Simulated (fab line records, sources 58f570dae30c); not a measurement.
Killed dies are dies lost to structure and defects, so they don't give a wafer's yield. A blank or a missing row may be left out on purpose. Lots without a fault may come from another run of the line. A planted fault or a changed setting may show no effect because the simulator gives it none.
Split-lot experiment | flow berkeley_cmos170 | 5 lots, 23 wafers read, on a route of 331 steps

THE SPLIT
At UCB170_M1_METAL_ETCH_12 (etches Al in Cl2/BCl3, stops on PSG, target depth 780 nm, time 130 s), the setting time_s was moved away from the recipe's 130 s on 8 of the 23 wafers read, by -10.8% to -5.7%. The other wafers ran this setting at the recipe's value.

The reading is taken at the split's own step.

THE READING
oes_product_au, in a.u., at UCB170_M1_METAL_ETCH_12 (etches Al in Cl2/BCl3, stops on PSG, target depth 780 nm, time 130 s). Fault-free wafers of this fab line usually give 0.858 a.u., standard deviation 0.01 a.u..

wafer  | tool, chamber at the split | time_s as run, s | against the recipe | oes_product_au, a.u. | against lot-mates on the recipe
L076.3 | rie_metal-01, 1            | 130              | recipe             | 0.881                | -
L076.5 | rie_metal-01, 0            | 130              | recipe             | 0.872                | -
L076.6 | rie_metal-01, 1            | 130              | recipe             | 0.869                | -
L077.1 | rie_metal-03, 1            | 122.6            | -5.7%              | 0.890                | +0.037
L077.2 | rie_metal-03, 0            | 122.6            | -5.7%              | 0.872                | +0.019
L077.3 | rie_metal-03, 1            | 130              | recipe             | 0.867                | -
L077.5 | rie_metal-03, 0            | 130              | recipe             | 0.839                | -
L077.6 | rie_metal-03, 1            | 122.6            | -5.7%              | 0.894                | +0.041
L078.1 | rie_metal-01, 0            | 130              | recipe             | 0.849                | -
L078.3 | rie_metal-01, 1            | 130              | recipe             | 0.862                | -
L078.4 | rie_metal-01, 0            | 130              | recipe             | 0.848                | -
L078.5 | rie_metal-01, 1            | 130              | recipe             | 0.860                | -
L078.6 | rie_metal-01, 0            | 130              | recipe             | 0.848                | -
L080.1 | rie_metal-03, 1            | 116              | -10.8%             | 0.912                | +0.067
L080.2 | rie_metal-03, 0            | 116              | -10.8%             | 0.916                | +0.071
L080.3 | rie_metal-03, 0            | 130              | recipe             | 0.849                | -
L080.4 | rie_metal-03, 1            | 116              | -10.8%             | 0.934                | +0.089
L080.5 | rie_metal-03, 0            | 130              | recipe             | 0.841                | -
L083.2 | rie_metal-03, 0            | 117.8            | -9.4%              | 0.907                | +0.046
L083.3 | rie_metal-03, 0            | 130              | recipe             | 0.858                | -
L083.4 | rie_metal-03, 1            | 130              | recipe             | 0.872                | -
L083.5 | rie_metal-03, 0            | 130              | recipe             | 0.854                | -
L083.6 | rie_metal-03, 1            | 117.8            | -9.4%              | 0.923                | +0.062

THE FIT
A straight line over all 23 wafers: oes_product_au changes by -0.00579 a.u. for each +1% of time_s; r = -0.91; the points scatter about the line by 0.012 a.u..
The same after taking each lot's own level away (the mean of its wafers on the recipe; 23 wafers): -0.0065 a.u. for each +1%; r = -0.95; scatter 0.0093 a.u..
On that fit, the largest move of time_s shifts the reading by 0.07 a.u..
The lots' own levels span 0.8450 to 0.8740 a.u., that is 2.9 times the standard deviation above.
So the lot-to-lot level changes the slope: the two fits differ.
Check: with one of the wafers moved furthest among these (-10.8%) left out of the fit, the line predicts +0.0701 a.u. for it against its lot-mates. It came out at +0.067 a.u. against them.
Tool readings at the split's step, against how far the setting was moved: oes_product_au r = -0.91.

OTHER SPLITS ON THESE WAFERS
These wafers also went through other splits before the reading. Each is held against what the fit with the lots' levels taken away leaves over:
other split on the same wafers | wafers away from the commonest value | r with oes_product_au (lot level and that fit taken away)
UCB170_M1_PEB_07 peb_temp_c    | 6                                    | -0.07

THE WHOLE CHAIN: every reading that the file lists as answering this split, in the file's order
step                    | what it does                                                         | reading                                                                   | change (the file's fit)                   | r (the file's)
UCB170_M1_METAL_ETCH_12 | etches Al in Cl2/BCl3, stops on PSG, target depth 780 nm, time 130 s | oes_product_au                                                            | -0.00635 a.u. for each +1% of the setting | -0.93
UCB170_M1_METAL_ETCH_12 | etches Al in Cl2/BCl3, stops on PSG, target depth 780 nm, time 130 s | KrF_of_M1_COAT_04.thk_nm (the simulator's own value, which no gauge read) | -3.97 nm for each +1% of the setting      | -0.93

THE FILE'S OWN FIT
oes_product_au changes by -0.00635 a.u. for each +1% of time_s, r = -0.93.
